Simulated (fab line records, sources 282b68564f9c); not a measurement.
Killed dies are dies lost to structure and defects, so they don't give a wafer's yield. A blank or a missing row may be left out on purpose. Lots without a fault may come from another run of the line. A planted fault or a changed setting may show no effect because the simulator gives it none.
fab line records | flow rit_cmos
record lots=5 wafers=15 last_day=7
route steps=202 shown ACTIVE@18 FOX1@20 FOX2@23 NWELL@28 PWELL@39
lots that met no fault: from a run of the same line without faults
start_h: hours from the record's first day to the start of the lot's first wafer shown | wait_h: hours since the lot's step before | " the same as in the row above | L1.1+2: a row that stands for several wafers | - no value, or no start given | * or withheld: withheld | < > ~ a bound
route shown NAME@n: a module of which the file shows steps, and the number in the route of the first | usual: mean/standard deviation of fault-free wafers | same: alike in all rows | chamber/n: place in a boat | sites: the reading at each site | _std_site: their standard deviation | _edge_site: outer sites' mean less inner sites' | radius_mm: how far each site lies from the wafer's centre | mask NAME#n: copy n | behind: the tool/chamber that last shaped the wafer | hold: why the lot was held/for how many hours/how that ended | device: the transistor (n, p or np) that didn't switch | end of line: the same wafers' tests at the end of the route | a step without rows: its recipe alone | killed: dies lost to structure and defects at the first sort, not the wafer's yield | map: a wafer's dies, x killed, . not, _ none there
set.NAME: the setting as run; set.NAME@STEP: as run at that earlier step | model.NAME: the simulator's own value behind a step, which no gauge read
lots at some steps of the route; a table a step, a row a wafer
services: from which hour (start_h, from the record's first day; less than 0 if before it) a tool's chamber was out of use, for how many hours, and why
## steps
# step RIT_ACTIVE_CLEAN_16
# recipe chemistry=dHF dilution=50:1 time_s=30
# columns lot.wafer tool chamber start_h wait_h
L075.3+5+6 wet_bench-01 3 21.43 0.0
L079.1+3+5 wet_bench-02 2 43.57 0.0
L094.1+4+6 wet_bench-02 0 118.02 0.0
L095.1+2+5 wet_bench-01 1 122.45 0.0
L097.3+4+6 wet_bench-02 2 133.46 0.0
# step RIT_ACTIVE_CLEAN_17
# recipe chemistry=SC2 mix=3:3:50 time_s=600 temp_c=75 dry=n2_spin
# usual temp_c=75.02/0.12
# columns lot.wafer tool chamber start_h wait_h temp_c
L075.3 wet_bench-03 3 21.45 0.0 74.91
L075.5 " 3 " " 74.97
L075.6 " 3 " " 75.19
L079.1 wet_bench-01 2 43.59 0.0 75.09
L079.3 " 2 " " 75.17
L079.5 " 2 " " 75.19
L094.1 wet_bench-01 3 118.03 0.0 75.11
L094.4 " 3 " " 75.03
L094.6 " 3 " " 74.95
L095.1 wet_bench-03 2 122.47 0.0 75.10
L095.2 " 2 " " 74.99
L095.5 " 2 " " 75.15
L097.3 wet_bench-03 1 133.47 0.0 75.05
L097.4 " 1 " " 75.00
L097.6 " 1 " " 74.88
# step RIT_FOX1_OXIDATION_00
# recipe temp_c=1100 ambient=H2O target_thk_a=3507 p_h2o_torr=720 ox_time_s=1130
# usual ox_temp_c_max=1105.4/1.3
# columns lot.wafer tool chamber start_h wait_h ox_temp_c_max
L075.3 furnace-04 0 25.21 3.6 1102.9
L075.5 " 0 " " 1102.3
L075.6 " 0 " " 1103.7
L079.1 furnace-03 0 43.76 0.0 1106.8
L079.3 " 0 " " 1104.9
L079.5 " 0 " " 1107.1
L094.1 furnace-03 0 118.24 0.0 1106.8
L094.4 " 0 " " 1105.6
L094.6 " 0 " " 1104.4
L095.1 furnace-01 0 123.29 0.6 1103.5
L095.2 " 0 " " 1104.0
L095.5 " 0 " " 1105.7
L097.3 furnace-03 0 134.82 1.2 1105.8
L097.4 " 0 " " 1106.8
L097.6 " 0 " " 1107.3
# step RIT_FOX1_THK_MEAS_01
# recipe reads=SiO2_of_FOX1_OXIDATION_00
# usual FOX1_OXIDE_THK=353/7.1
# columns lot.wafer tool chamber start_h wait_h FOX1_OXIDE_THK[nm]
L075.3 film_metro-03 - 26.54 0.0 341
L075.5 " - " " 341
L075.6 " - " " 343
L079.1 film_metro-03 - 45.08 0.0 345
L079.3 " - " " 350
L079.5 " - " " 344
L094.1 film_metro-02 - 119.56 0.0 360
L094.4 " - " " 355
L094.6 " - " " 361
L095.1 film_metro-01 - 124.61 0.0 360
L095.2 " - " " 356
L095.5 " - " " 366
L097.3 film_metro-01 - 136.15 0.0 353
L097.4 " - " " 363
L097.6 " - " " 359
# step RIT_FOX1_WET_ETCH_02
# recipe chemistry=BOE target_depth_nm=350 time_s=390 temp_c=21.5 dry=n2_spin dilution=10:1 target=SiO2
# usual temp_c=21.50/0.11
# columns lot.wafer tool chamber start_h wait_h temp_c
L075.3 wet_bench-04 2 26.58 0.0 21.42
L075.5 " 2 " " 21.46
L075.6 " 2 " " 21.42
L079.1 wet_bench-04 0 45.14 0.1 21.43
L079.3 " 0 " " 21.69
L079.5 " 0 " " 21.51
L094.1 wet_bench-03 2 119.62 0.1 21.40
L094.4 " 2 " " 21.50
L094.6 " 2 " " 21.58
L095.1 wet_bench-04 1 124.67 0.1 21.32
L095.2 " 1 " " 21.34
L095.5 " 1 " " 21.33
L097.3 wet_bench-04 0 136.19 0.0 21.53
L097.4 " 0 " " 21.49
L097.6 " 0 " " 21.73
# step RIT_FOX2_OXIDATION_00
# recipe temp_c=1100 ambient=H2O target_thk_a=3507 p_h2o_torr=720 ox_time_s=1130
# usual ox_temp_c_max=1104.8/1.4
# columns lot.wafer tool chamber start_h wait_h ox_temp_c_max
L075.3 furnace-03 0 29.34 2.6 1104.4
L075.5 " 0 " " 1104.6
L075.6 " 0 " " 1105.6
L079.1 furnace-03 0 45.25 0.0 1105.9
L079.3 " 0 " " 1106.0
L079.5 " 0 " " 1106.5
L094.1 furnace-03 0 119.74 0.0 1107.1
L094.4 " 0 " " 1106.7
L094.6 " 0 " " 1107.8
L095.1 furnace-01 0 124.86 0.1 1103.1
L095.2 " 0 " " 1105.5
L095.5 " 0 " " 1104.1
L097.3 furnace-01 0 137.06 0.8 1103.9
L097.4 " 0 " " 1104.7
L097.6 " 0 " " 1103.4
# step RIT_FOX2_THK_MEAS_01
# recipe reads=SiO2_of_FOX2_OXIDATION_00
# usual FOX2_OXIDE_THK=350/7.9
# columns lot.wafer tool chamber start_h wait_h FOX2_OXIDE_THK[nm]
L075.3 film_metro-04 - 30.68 0.0 350
L075.5 " - " " 343
L075.6 " - " " 345
L079.1 film_metro-01 - 46.57 0.0 358
L079.3 " - " " 357
L079.5 " - " " 360
L094.1 film_metro-04 - 121.06 0.0 366
L094.4 " - " " 359
L094.6 " - " " 365
L095.1 film_metro-01 - 126.17 0.0 360
L095.2 " - " " 361
L095.5 " - " " 365
L097.3 film_metro-01 - 138.39 0.0 356
L097.4 " - " " 359
L097.6 " - " " 351
# step RIT_FOX2_CLEAN_02
# recipe chemistry=dHF dilution=50:1 time_s=180
# columns lot.wafer tool chamber start_h wait_h
L075.3+5+6 wet_bench-01 2 30.72 0.0
L079.1+3+5 wet_bench-02 1 46.63 0.1
L094.1+4+6 wet_bench-02 2 121.12 0.1
L095.1+2+5 wet_bench-01 2 126.23 0.1
L097.3+4+6 wet_bench-04 2 138.43 0.0
# step RIT_FOX2_WET_ETCH_03
# recipe chemistry=H3PO4 target=Si3N4 target_depth_nm=195 temp_c=165 time_s=2700
# usual temp_c=164.98/0.15
# columns lot.wafer tool chamber start_h wait_h temp_c
L075.3 wet_bench-04 0 30.78 0.0 165.18
L075.5 " 0 " " 165.09
L075.6 " 0 " " 164.98
L079.1 wet_bench-02 2 46.69 0.0 165.09
L079.3 " 2 " " 165.23
L079.5 " 2 " " 165.28
L094.1 wet_bench-04 3 121.18 0.0 164.63
L094.4 " 3 " " 165.01
L094.6 " 3 " " 164.84
L095.1 wet_bench-04 3 126.29 0.0 164.99
L095.2 " 3 " " 164.84
L095.5 " 3 " " 164.89
L097.3 wet_bench-01 2 138.50 0.0 165.06
L097.4 " 2 " " 165.06
L097.6 " 2 " " 165.16
# step RIT_FOX2_THK_MEAS_90
# recipe reads=SiO2_of_FOX2_OXIDATION_00
# usual FIELD_OXIDE_LEFT_1_THK=323/7.9
# columns lot.wafer tool chamber start_h wait_h FIELD_OXIDE_LEFT_1_THK[nm]
L075.3 film_metro-03 - 31.63 0.0 323
L075.5 " - " " 316
L075.6 " - " " 317
L079.1 film_metro-03 - 47.45 0.0 330
L079.3 " - " " 330
L079.5 " - " " 333
L094.1 film_metro-03 - 122.01 0.0 338
L094.4 " - " " 331
L094.6 " - " " 337
L095.1 film_metro-04 - 127.05 0.0 333
L095.2 " - " " 333
L095.5 " - " " 337
L097.3 film_metro-04 - 139.28 0.0 329
L097.4 " - " " 332
L097.6 " - " " 323
# step RIT_NWELL_HMDS_00
# recipe prime_time_s=60 prime_temp_c=140
# columns lot.wafer tool chamber start_h wait_h
L075.3+5+6 litho_track-01 0 31.85 0.2
L079.1+3+5 litho_track-01 0 47.51 0.1
L094.1+4+6 litho_track-01 0 122.07 0.1
L095.1+2+5 litho_track-01 0 127.11 0.1
L097.3+4+6 litho_track-03 0 139.37 0.1
# step RIT_NWELL_COAT_01
# recipe resist=NOVOLAK spin_rpm=2000 resist_thk_nm=1300
# columns lot.wafer tool chamber start_h wait_h
L075.3+5+6 litho_track-01 0 32.00 0.1
L079.1+3+5 litho_track-01 0 47.66 0.1
L094.1+4+6 litho_track-01 0 122.22 0.1
L095.1+2+5 litho_track-01 0 127.26 0.1
L097.3+4+6 litho_track-03 0 139.52 0.1
# step RIT_NWELL_SOFTBAKE_02
# recipe resist=NOVOLAK temp_c=90 time_s=60
# columns lot.wafer tool chamber start_h wait_h
L075.3+5+6 litho_track-01 0 32.15 0.1
L079.1+3+5 litho_track-01 0 47.81 0.1
L094.1+4+6 litho_track-01 0 122.37 0.1
L095.1+2+5 litho_track-01 0 127.41 0.1
L097.3+4+6 litho_track-03 0 139.67 0.1
# step RIT_NWELL_EXPOSE_03
# recipe mask_id=M2 na=0.57 target_cd_nm=43900 dose_mj=250
# columns lot.wafer tool chamber start_h wait_h mask
L075.3+5+6 iline_stepper-01 0 32.29 0.1 M2#0
L079.1+3+5 iline_stepper-02 0 48.08 0.2 M2#0
L094.1+4+6 iline_stepper-02 0 122.52 0.1 M2#0
L095.1+2+5 iline_stepper-01 0 127.69 0.2 M2#0
L097.3+4+6 iline_stepper-02 0 139.81 0.1 M2#0
# step RIT_NWELL_PEB_04
# recipe resist=NOVOLAK temp_c=withheld time_s=withheld
# columns lot.wafer tool chamber start_h wait_h
L075.3+5+6 litho_track-04 0 32.42 0.1
L079.1+3+5 litho_track-03 0 48.20 0.1
L094.1+4+6 litho_track-03 0 122.63 0.1
L095.1+2+5 litho_track-01 0 127.80 0.1
L097.3+4+6 litho_track-04 0 139.93 0.1
# step RIT_NWELL_DEVELOP_05
# recipe resist=NOVOLAK develop_time_s=68 dev_temp_c=23
# columns lot.wafer tool chamber start_h wait_h
L075.3+5+6 litho_track-04 0 - -
L079.1+3+5 litho_track-03 0 - -
L094.1+4+6 litho_track-03 0 - -
L095.1+2+5 litho_track-01 0 - -
L097.3+4+6 litho_track-04 0 - -
# step RIT_NWELL_OVL_MEAS_06
# usual NWELL_OVL=-0.5/1.4
# columns lot.wafer tool chamber start_h wait_h NWELL_OVL[nm]
L075.3 overlay-01 - 32.69 - -0.2
L075.5 " - " " -0.4
L075.6 " - " " 0.5
L079.1 overlay-01 - 48.51 - 0.6
L079.3 " - " " 2.8
L079.5 " - " " -0.9
L094.1 overlay-02 - 122.95 - -0.9
L094.4 " - " " -1.9
L094.6 " - " " -0.9
L095.1 overlay-02 - 128.12 - -0.9
L095.2 " - " " -0.8
L095.5 " - " " -2.0
L097.3 overlay-01 - 140.21 - -3.7
L097.4 " - " " -1.3
L097.6 " - " " -2.9
# step RIT_NWELL_HARDBAKE_07
# recipe resist=NOVOLAK temp_c=140 time_s=120
# columns lot.wafer tool chamber start_h wait_h
L075.3+5+6 litho_track-01 0 32.80 0.1
L079.1+3+5 litho_track-04 0 48.55 0.0
L094.1+4+6 litho_track-04 0 122.98 0.0
L095.1+2+5 litho_track-03 0 128.15 0.0
L097.3+4+6 litho_track-01 0 140.36 0.1
# step RIT_NWELL_IMPLANT_08
# recipe species=P energy_kev=170 dose_cm2=5e+13 tilt_deg=7.32
# usual dose_ions_cm2=5e+13/5.1e+10
# columns lot.wafer tool chamber start_h wait_h dose_ions_cm2
L075.3 implanter-04 0 33.02 0.2 5.002e+13
L075.5 " 0 " " 4.996e+13
L075.6 " 0 " " 5.005e+13
L079.1 implanter-02 0 48.80 0.2 4.994e+13
L079.3 " 0 " " 4.992e+13
L079.5 " 0 " " 4.998e+13
L094.1 implanter-02 0 123.23 0.2 4.996e+13
L094.4 " 0 " " 4.995e+13
L094.6 " 0 " " 4.998e+13
L095.1 implanter-04 0 128.40 0.2 4.995e+13
L095.2 " 0 " " 4.998e+13
L095.5 " 0 " " 5.003e+13
L097.3 implanter-01 0 140.58 0.2 5.003e+13
L097.4 " 0 " " 5.003e+13
L097.6 " 0 " " 4.996e+13
# step RIT_NWELL_STRIP_09
# recipe chemistry=O2 time_s=180 resist=NOVOLAK platen_temp_c=withheld power_w=500 pressure_mtorr=4000 o2_flow_sccm=4000
# usual drypump_motor_current_A=5.3/0.32
# columns lot.wafer tool chamber start_h wait_h drypump_motor_current_A rf_hours_counter_h
L075.3 plasma_asher-04 1 33.18 0.1 5.3 -
L075.5 " 0 " " 5.9 -
L075.6 " 1 " " 5.3 -
L079.1 plasma_asher-04 1 48.95 0.1 5.3 39
L079.3 " 1 " " 5.3 -
L079.5 " 1 " " 5.3 -
L094.1 plasma_asher-02 0 123.38 0.1 5.3 51
L094.4 " 1 " " 5.3 -
L094.6 " 0 " " 5.3 -
L095.1 plasma_asher-04 0 128.55 0.1 5.9 1
L095.2 " 1 " " 5.3 1
L095.5 " 0 " " 5.9 -
L097.3 plasma_asher-02 0 140.74 0.1 5.3 -
L097.4 " 1 " " 5.4 -
L097.6 " 0 " " 5.3 -
# step RIT_NWELL_TW_MEAS_10
# usual NWELL_TW=2141/18
# columns lot.wafer tool chamber start_h wait_h NWELL_TW
L075.3 film_metro-02 - 33.31 0.1 2145
L075.5 " - " " 2141
L075.6 " - " " 2153
L079.1 film_metro-02 - 49.12 0.1 2182
L079.3 " - " " 2176
L079.5 " - " " 2175
L094.1 film_metro-04 - 123.56 0.1 2143
L094.4 " - " " 2145
L094.6 " - " " 2141
L095.1 film_metro-01 - 128.73 0.1 2130
L095.2 " - " " 2142
L095.5 " - " " 2136
L097.3 film_metro-04 - 140.87 0.1 2142
L097.4 " - " " 2146
L097.6 " - " " 2150
# step RIT_PWELL_HMDS_00
# recipe prime_time_s=60 prime_temp_c=140
# columns lot.wafer tool chamber start_h wait_h
L075.3+5+6 litho_track-04 0 33.40 0.1
L079.1+3+5 litho_track-03 0 49.18 0.1
L094.1+4+6 litho_track-03 0 123.75 0.2
L095.1+2+5 litho_track-03 0 128.79 0.1
L097.3+4+6 litho_track-02 0 140.96 0.1
## services
# columns tool chamber start_h hours kind
iline_stepper-01 - 10.44 1.7 pm
plasma_asher-04 - 17.94 6.0 repair
wet_bench-04 - 19.21 6.3 repair
furnace-04 - 19.27 4.0 pm
furnace-01 - 20.56 2.9 pm
furnace-01 - 23.43 3.4 pm
plasma_asher-04 - 43.51 3.7 repair
plasma_asher-04 - 51.11 3.1 repair
iline_stepper-01 - 51.70 3.5 repair
implanter-01 - 66.67 3.3 pm
implanter-04 - 69.98 3.8 pm
plasma_asher-04 - 77.09 1.1 repair
iline_stepper-01 - 77.96 0.8 repair
implanter-01 - 92.11 1.5 repair
implanter-01 - 98.33 10.6 repair
iline_stepper-02 - 99.40 1.7 pm
plasma_asher-04 - 108.75 9.0 pm
plasma_asher-04 0 108.75 9.0 vent_cycle
plasma_asher-04 1 108.75 9.0 vent_cycle
plasma_asher-04 0 117.75 - clean
plasma_asher-04 1 117.75 - clean
implanter-01 - 124.51 4.6 pm
furnace-04 - 126.82 4.3 pm
plasma_asher-04 - 131.12 4.3 pm
## key
fault none
